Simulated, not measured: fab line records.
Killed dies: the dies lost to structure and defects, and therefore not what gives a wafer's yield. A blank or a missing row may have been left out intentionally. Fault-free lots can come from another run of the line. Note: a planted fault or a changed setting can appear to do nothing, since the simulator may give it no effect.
8D (eight disciplines) problem report, filled in by code | flow berkeley cmos170 | the parts of the form that need people (team, actions taken, sign-off) are left out

1. THE ISSUE
UCB170_V1_STRIP_15, strip time to endpoint s: mean 16.85 s over 1 wafer from 1 lot; wafers with no fault: 15.30 s, standard deviation 0.1. That puts it +16 standard deviations away from the usual mean.
The step: strips in O2.
First observed at day 14 04:29: wafer L582.6, on plasma asher-04. The record holds 39 wafers of 13 lots with a number at this step. Rule for "out" (also "out of limits"): further than 4 standard deviations from the usual mean. The other wafers with a number count as sound.

2. WHAT IT IS; WHAT IT IS NOT
question                    | is                       | is not
which readings at this step | strip time to endpoint s | drypump motor current A, oes product au
which lots                  | L582                     | L560, L561, L562, L563, L564, L565, L566, L567, L568, L569, L570, L583
which wafers of those lots  | L582.6                   | L582.3, L582.5
read on which tools         | plasma asher-04          | plasma asher-01, plasma asher-02
when                        | from day 14 04:29        | up to then (38 sound wafers)

3. THE SUSPECTS, EACH WITH WHAT RULES IT OUT
Counting: a tool at a process step up to the reading stays a suspect if it ran every lot that is out. Sound lots after the first of them don't rule it out here, since some wafers of a struck lot are sound.
- pecvd-02 at UCB170_V1_CVD_00 (deposits SiO2 from TEOS/O2, target thk 2000 nm, time 250 s): kept. It processed L582, the lot that is out, at day 14 02:16, and its most recent sound lot before then was L570 at day 10 22:22.
- cmp-02 at UCB170_V1_CMP_02 (polishes SiO2): kept. It processed L582, the lot that is out, at day 14 02:32, and its most recent sound lot before then was L568 at day 9 23:35.
- rie diel-04 at UCB170_V1_ETCH_14 (etches SiO2 in CHF3/CF4/Ar, stops on Al, target depth 1250 nm, time 291 s): kept. It processed L582, the lot that is out, at day 14 04:17, and its most recent sound lot before then was L568 at day 10 01:31.
- plasma asher-04 at UCB170_V1_STRIP_15 (strips in O2): kept. It processed L582, the lot that is out, at day 14 04:29, and its most recent sound lot before then was L583 at day 14 03:07. Its own readings are out on those wafers: strip time to endpoint s.
- Within pecvd-02 at UCB170_V1_CVD_00, the wafers that are out were processed in chamber 0 and their sound lot-mates in chamber 2.
- Within cmp-02 at UCB170_V1_CMP_02, the wafers that are out were processed in chamber 3 and their sound lot-mates in chamber 0.
- Within rie diel-04 at UCB170_V1_ETCH_14, the wafers that are out were processed in chamber 1 and their sound lot-mates in chamber 0.
- Within plasma asher-04 at UCB170_V1_STRIP_15, the wafers that are out were processed in chamber 0 and their sound lot-mates in chamber 1.
Left after counting: pecvd-02 at UCB170_V1_CVD_00, cmp-02 at UCB170_V1_CMP_02, rie diel-04 at UCB170_V1_ETCH_14, plasma asher-04 at UCB170_V1_STRIP_15.

4. THE CAUSE (what the simulator had put in)
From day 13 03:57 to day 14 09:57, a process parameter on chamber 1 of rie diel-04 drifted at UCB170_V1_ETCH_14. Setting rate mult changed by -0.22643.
Counting leaves 4 suspects; this tool is one of them.

5. THE CHAIN OF EFFECTS, in route order
Each row: a reading whose mean over the struck wafers that have a number lies more than 3 standard deviations from the usual. Only readings whose record carries a usual standard deviation are examined. hours: median over the lots of the time between each lot's start at the first step of this table that gives one and its start at this step. sigmas: the change, counted in usual standard deviations.
hours | step               | reading                  | usual   | on struck wafers | change | sigmas
0     | UCB170_V1_STRIP_15 | strip time to endpoint s | 15.30 s | 16.85            | +1.55  | +16
11    | UCB170_M3_PROBE_99 | defect limited yield     | 98.9 %  | 12.9             | -86.0  | -99 or more
11    | UCB170_M3_PROBE_99 | killed_at_M0_to_M3       | 0.8     | 228.0            | +227.2 | +99 or more
11    | UCB170_M3_PROBE_99 | killed dies              | 3.0     | 230.0            | +227.0 | +99 or more
11    | UCB170_M3_PROBE_99 | killed on rim            | 0.9     | 56.0             | +55.1  | +50
11    | UCB170_M3_PROBE_99 | sort_bin_5_function      | 0.7 %   | 86.7             | +86.0  | +99 or more
11    | UCB170_M3_PROBE_99 | sort n pass              | 261.0   | 34.0             | -227.0 | -99 or more
11    | UCB170_M3_PROBE_99 | sort yield pct           | 98.9 %  | 12.9             | -86.0  | -99 or more
Here are the process steps it includes:
- UCB170_V1_STRIP_15: strips in O2.
- UCB170_M3_PROBE_99

6. WHAT WOULD HAVE CAUGHT IT SOONER
In this record no reading fell out of limits until day 14 04:29, 25 hours after the fault had begun at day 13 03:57.
Of the tool readings at UCB170_V1_ETCH_14 for which the record gives a usual standard deviation, none was out on any struck wafer, so an alarm limit of 4 standard deviations on them would not have fired.
By day 14 04:29 the whole set of lots that are out, 1 in number, had already begun UCB170_V1_ETCH_14 on rie diel-04. Tool hold at that time: it would have spared none of them.
